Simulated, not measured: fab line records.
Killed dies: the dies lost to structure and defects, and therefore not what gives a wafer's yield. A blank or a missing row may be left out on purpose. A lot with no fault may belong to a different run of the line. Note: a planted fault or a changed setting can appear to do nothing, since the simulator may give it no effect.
What tool caused it? + flow berkeley-cmos170 + 7 lots, 21 wafers sampled, at 3 steps of a route of 331

WHAT THE GAUGES SHOWED, per wafer
UCB170_V2_OVL_MEAS_13.
| lot  | measured     | on         | V2_OVL (nm) |
|------|--------------|------------|-------------|
| L901 | day 9 13:02  | overlay-02 | -9 -4 -7    |
| L907 | day 9 21:43  | overlay-01 | 8 5 10      |
| L908 | day 10 12:58 | overlay-02 | 1 -2 -1     |
| L910 | day 10 22:34 | overlay-01 | 5 2 10      |
| L913 | day 11 12:21 | overlay-01 | 4 -4 9      |
| L914 | day 11 18:13 | overlay-01 | 10 2 0      |
| L922 | day 14 05:17 | overlay-01 | -1 5 0      |

EACH LOT AND THE TOOL THAT RAN IT (in order: tool; ch and the chambers of the sampled wafers; start)
| lot  | UCB170_CONTACT_CVD_01       | UCB170_M2_ETCH_17                  |
|------|-----------------------------|------------------------------------|
| L901 | lpcvd-02 ch 0, day 8 21:56  | rie-diel-02 ch 1,3, day 9 10:44    |
| L907 | lpcvd-02 ch 1, day 9 06:04  | rie-diel-01 ch 0,2,3, day 9 19:25  |
| L908 | lpcvd-02 ch 0, day 9 19:23  | rie-diel-04 ch 0,1,2, day 10 10:22 |
| L910 | lpcvd-01 ch 1, day 10 04:56 | rie-diel-01 ch 1,2, day 10 20:08   |
| L913 | lpcvd-02 ch 1, day 10 20:52 | rie-diel-04 ch 0,1,3, day 11 09:53 |
| L914 | lpcvd-01 ch 1, day 10 21:08 | rie-diel-02 ch 2,3, day 11 14:35   |
| L922 | lpcvd-02 ch 0, day 13 09:53 | rie-diel-04 ch 1,3, day 14 01:32   |
- UCB170_CONTACT_CVD_01: deposits PSG from SiH4/O2/PH3, target thk 700 nm, time 2820 s.
- UCB170_M2_ETCH_17: etches BARC in N2/H2.

THE ANSWER, worked out from the rows above alone
Rule: the lots themselves supply what counts as usual. The widest of any qualifying gaps counts: lots, ordered by their means at a reading, are off when they make up no more than a third of the lots, leave a main group of 4 or more, and stand apart from it by 3 or more times the standard deviation of that group's means. A main group is skipped when, at the precision printed for the reading in the tables above, its means are all equal. A lot without any number at a reading at which 4 lots or more have one is off too. The other lots that the step has rows for count as sound.
Across all readings shown, no lot is off: no conclusion can be drawn from this.

WHAT THE SIMULATOR HAD PUT IN
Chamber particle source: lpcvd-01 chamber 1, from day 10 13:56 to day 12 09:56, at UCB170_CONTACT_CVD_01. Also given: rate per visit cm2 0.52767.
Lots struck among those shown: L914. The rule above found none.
